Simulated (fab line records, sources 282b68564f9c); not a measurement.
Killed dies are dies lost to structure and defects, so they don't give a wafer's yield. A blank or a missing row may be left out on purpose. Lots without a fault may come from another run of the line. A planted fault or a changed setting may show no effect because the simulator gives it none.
Which tool did it? | flow rit_cmos | 15 lots, 45 wafers sampled, at 6 steps of a route of 202

WHAT THE GAUGES READ, wafer by wafer
RIT_ACTIVE_THK_MEAS_04. Usual: ACTIVE_NITRIDE_THK 149.1 nm, standard deviation 1.4.
lot  | measured    | on            | ACTIVE_NITRIDE_THK (nm)             | flag
L858 | day 1 13:59 | film_metro-03 | 149.7 149.5 149.3                   |
L859 | day 1 18:32 | film_metro-03 | 148.8 148.7 150.0                   |
L862 | day 2 09:32 | film_metro-04 | 149.1 150.4 149.5                   |
L863 | day 2 14:32 | film_metro-04 | 146.0 147.7 147.5                   |
L865 | day 3 01:14 | film_metro-03 | 149.9 151.9 151.1                   |
L867 | day 3 11:05 | film_metro-03 | 149.2 149.4 148.6                   |
L868 | day 3 15:32 | film_metro-04 | 147.2 147.4 147.7                   |
L869 | day 3 20:32 | film_metro-02 | 149.1 149.5 149.8                   |
L870 | day 4 01:32 | film_metro-03 | 147.8 148.5 148.2                   |
L871 | day 4 06:32 | film_metro-04 | 148.7 148.8 148.3                   |
L872 | day 4 11:32 | film_metro-02 | 147.4 147.6 147.4                   |
L873 | day 4 16:32 | film_metro-04 | 150.7 150.7 148.8                   |
L878 | day 5 17:32 | film_metro-02 | 124.1 122.8 122.7 123.9 122.9 122.6 | OFF
L880 | day 6 03:32 | film_metro-03 | 123.8 121.8 121.5 123.8 121.8 121.6 | OFF
L881 | day 6 08:33 | film_metro-02 | 126.7 126.1 126.9 126.7 126.1 126.8 | OFF

RIT_PWELL_TW_MEAS_10. Usual: PWELL_TW 945, standard deviation 6.3.
lot  | measured    | on            | PWELL_TW    | flag
L858 | day 2 00:16 | film_metro-01 | 951 955 953 |
L859 | day 2 03:40 | film_metro-02 | 937 934 935 |
L862 | day 2 19:25 | film_metro-01 | 950 949 951 |
L863 | day 3 01:00 | film_metro-02 | 947 943 945 |
L865 | day 3 10:46 | film_metro-01 | 938 936 935 |
L867 | day 3 20:24 | film_metro-01 | 934 934 934 |
L868 | day 4 00:35 | film_metro-03 | 946 944 953 |
L869 | day 4 05:41 | film_metro-01 | 949 942 946 |
L870 | day 4 10:46 | film_metro-02 | 942 946 946 |
L871 | day 4 15:30 | film_metro-03 | 949 950 948 |
L872 | day 4 20:53 | film_metro-01 | 941 944 943 |
L873 | day 5 02:10 | film_metro-03 | 949 954 946 |
L878 | day 6 09:37 | film_metro-01 | 952 950 953 |
L880 | day 6 17:52 | film_metro-01 | 950 951 953 |
L881 | day 7 01:10 | film_metro-01 | 946 941 943 |

RIT_WELLDRIVE_RS_MEAS_02: measures by four-point-probe. Usual: PWELL_RS 429.9 ohm/sq, standard deviation 1.2.
lot  | measured    | on            | PWELL_RS (ohm/sq) | flag
L858 | day 2 06:08 | film_metro-02 | 430.0 429.2 428.7 |
L859 | day 2 09:17 | film_metro-03 | 430.3 431.3 431.2 |
L862 | day 3 01:51 | film_metro-02 | 429.7 430.1 429.7 |
L863 | day 3 06:16 | film_metro-03 | 429.7 429.0 430.2 |
L865 | day 3 16:02 | film_metro-01 | 427.1 427.7 427.0 |
L867 | day 4 01:40 | film_metro-02 | 432.3 430.7 430.9 |
L868 | day 4 06:02 | film_metro-02 | 430.7 431.1 430.6 |
L869 | day 4 11:07 | film_metro-01 | 429.9 430.0 428.4 |
L870 | day 4 16:02 | film_metro-02 | 432.2 432.6 432.3 |
L871 | day 4 21:08 | film_metro-02 | 430.6 427.5 429.8 |
L872 | day 5 02:13 | film_metro-01 | 431.0 429.6 430.7 |
L873 | day 5 07:26 | film_metro-01 | 431.5 429.8 429.2 |
L878 | day 6 15:07 | film_metro-03 | 430.2 429.9 430.1 |
L880 | day 6 23:17 | film_metro-03 | 429.9 428.2 428.4 |
L881 | day 7 07:29 | film_metro-02 | 428.8 428.5 429.2 |

WHICH TOOL RAN EACH LOT (tool, then ch and the chambers of the sampled wafers, then the start)
lot  | RIT_ACTIVE_CVD_03          | RIT_ACTIVE_ETCH_13                | RIT_NWELL_STRIP_09
L858 | lpcvd-02 ch 1, day 1 12:35 | rie_diel-02 ch 0,1,2, day 1 15:23 | plasma_asher-01 ch 0,1, day 1 22:25
L859 | lpcvd-01 ch 1, day 1 17:07 | rie_diel-04 ch 1,2,3, day 1 19:56 | plasma_asher-04 ch 0,1, day 2 01:56
L862 | lpcvd-02 ch 0, day 2 08:07 | rie_diel-02 ch 0,2,3, day 2 10:43 | plasma_asher-02 ch 0,1, day 2 17:41
L863 | lpcvd-01 ch 0, day 2 13:07 | rie_diel-02 ch 0,1,3, day 2 15:50 | plasma_asher-04 ch 0,1, day 2 23:09
L865 | lpcvd-02 ch 0, day 2 23:07 | rie_diel-04 ch 1,2,3, day 3 02:33 | plasma_asher-01 ch 0,1, day 3 08:51
L867 | lpcvd-02 ch 1, day 3 09:40 | rie_diel-04 ch 1,2,3, day 3 12:23 | plasma_asher-02 ch 0, day 3 18:40
L868 | lpcvd-02 ch 0, day 3 14:07 | rie_diel-02 ch 0,1,2, day 3 16:50 | plasma_asher-02 ch 0,1, day 3 22:51
L869 | lpcvd-01 ch 1, day 3 19:07 | rie_diel-02 ch 0,2, day 3 21:50   | plasma_asher-04 ch 0,1, day 4 03:41
L870 | lpcvd-01 ch 0, day 4 00:07 | rie_diel-03 ch 0,1,3, day 4 02:43 | plasma_asher-02 ch 0,1, day 4 09:02
L871 | lpcvd-02 ch 1, day 4 05:07 | rie_diel-04 ch 0,1, day 4 07:43   | plasma_asher-04 ch 0,1, day 4 13:46
L872 | lpcvd-01 ch 0, day 4 10:07 | rie_diel-04 ch 1,3, day 4 12:43   | plasma_asher-01 ch 0,1, day 4 19:02
L873 | lpcvd-01 ch 0, day 4 15:07 | rie_diel-03 ch 0,1,3, day 4 17:50 | plasma_asher-04 ch 1, day 5 00:27
L878 | lpcvd-02 ch 0, day 5 16:07 | rie_diel-04 ch 1,2, day 5 22:53   | plasma_asher-04 ch 0,1, day 6 07:37
L880 | lpcvd-02 ch 0, day 6 02:07 | rie_diel-03 ch 0,1,2, day 6 06:52 | plasma_asher-02 ch 0, day 6 15:58
L881 | lpcvd-02 ch 0, day 6 07:07 | rie_diel-03 ch 0,2,3, day 6 13:20 | plasma_asher-04 ch 0,1, day 6 23:10
- RIT_ACTIVE_CVD_03: deposits Si3N4 from SiH2Cl2/NH3, target thk 150 nm, time 1500 s.
- RIT_ACTIVE_ETCH_13: etches Si3N4 in SF6, stops on SiO2, time 210 s, target depth 210 nm.
- RIT_NWELL_STRIP_09: strips in O2, time 180 s.

WHAT THE TOOLS THEMSELVES READ (means of the sampled wafers that have a number; where no wafer has one, the mark that the record gives instead)
RIT_ACTIVE_ETCH_13. Usual: drypump_motor_current_A 5.7 A, standard deviation 0.4; oes_product_au 0.812 a.u., standard deviation 0.014; throttle_valve_pct 7.54 %, standard deviation 0.076.
lot  | tool        | drypump_motor_current_A (A) | oes_product_au (a.u.) | throttle_valve_pct (%) | flag
L858 | rie_diel-02 | 5.3                         | 0.811                 | 7.51                   |
L859 | rie_diel-04 | 5.8                         | 0.807                 | 7.58                   |
L862 | rie_diel-02 | 5.6                         | 0.812                 | 7.58                   |
L863 | rie_diel-02 | 5.4                         | 0.810                 | 7.56                   |
L865 | rie_diel-04 | 5.8                         | 0.814                 | 7.58                   |
L867 | rie_diel-04 | 5.8                         | 0.814                 | 7.59                   |
L868 | rie_diel-02 | 5.3                         | 0.807                 | 7.51                   |
L869 | rie_diel-02 | 5.4                         | 0.801                 | 7.53                   |
L870 | rie_diel-03 | 5.8                         | 0.804                 | 7.48                   |
L871 | rie_diel-04 | 5.9                         | 0.805                 | 7.50                   |
L872 | rie_diel-04 | 5.6                         | 0.811                 | 7.52                   |
L873 | rie_diel-03 | 5.7                         | 0.812                 | 7.48                   |
L878 | rie_diel-04 | 6.0                         | 0.722                 | 7.58                   | OFF
L880 | rie_diel-03 | 5.8                         | 0.736                 | 7.50                   | OFF
L881 | rie_diel-03 | 5.7                         | 0.745                 | 7.51                   | OFF

RIT_NWELL_STRIP_09. Usual: drypump_motor_current_A 5.5 A, standard deviation 0.33.
lot  | tool            | drypump_motor_current_A (A) | flag
L858 | plasma_asher-01 | 5.9                         |
L859 | plasma_asher-04 | 5.3                         |
L862 | plasma_asher-02 | 5.6                         |
L863 | plasma_asher-04 | 5.2                         |
L865 | plasma_asher-01 | 5.9                         |
L867 | plasma_asher-02 | 5.6                         |
L868 | plasma_asher-02 | 5.6                         |
L869 | plasma_asher-04 | 5.1                         |
L870 | plasma_asher-02 | 5.5                         |
L871 | plasma_asher-04 | 5.3                         |
L872 | plasma_asher-01 | 5.9                         |
L873 | plasma_asher-04 | 5.0                         |
L878 | plasma_asher-04 | 5.3                         |
L880 | plasma_asher-02 | 5.6                         |
L881 | plasma_asher-04 | 5.3                         |

THE ANSWER, worked out from the rows above alone
Rule: a lot is off if the mean of its wafers that have a number lies more than 3 standard deviations from the usual mean. A lot without any number at a reading at which 4 lots or more have one is off too. The other lots that the step has rows for count as sound. The gauges are gone through in route order, then the tools' own readings, and for those a lot's mean is taken as printed above. The first step at which some lot is off is used, and at that step the reading that is off furthest; a lot without a number counts as furthest.
Off: L878, L880, L881, at RIT_ACTIVE_THK_MEAS_04 (ACTIVE_NITRIDE_THK).
A tool fits if, at a process step before that reading, it ran every lot that is off, and no sound lot after the first of them. The gauges at RIT_ACTIVE_THK_MEAS_04 aren't tried: what is off there is off at RIT_ACTIVE_ETCH_13 too, on other tools, and a gauge's error can't cause that. One fits: lpcvd-02 at RIT_ACTIVE_CVD_03. Its last sound lot is L871 (day 4 05:07), its first lot that is off L878 (day 5 16:07): a fault that began between those two fits.

WHAT THE SIMULATOR HAD PUT IN
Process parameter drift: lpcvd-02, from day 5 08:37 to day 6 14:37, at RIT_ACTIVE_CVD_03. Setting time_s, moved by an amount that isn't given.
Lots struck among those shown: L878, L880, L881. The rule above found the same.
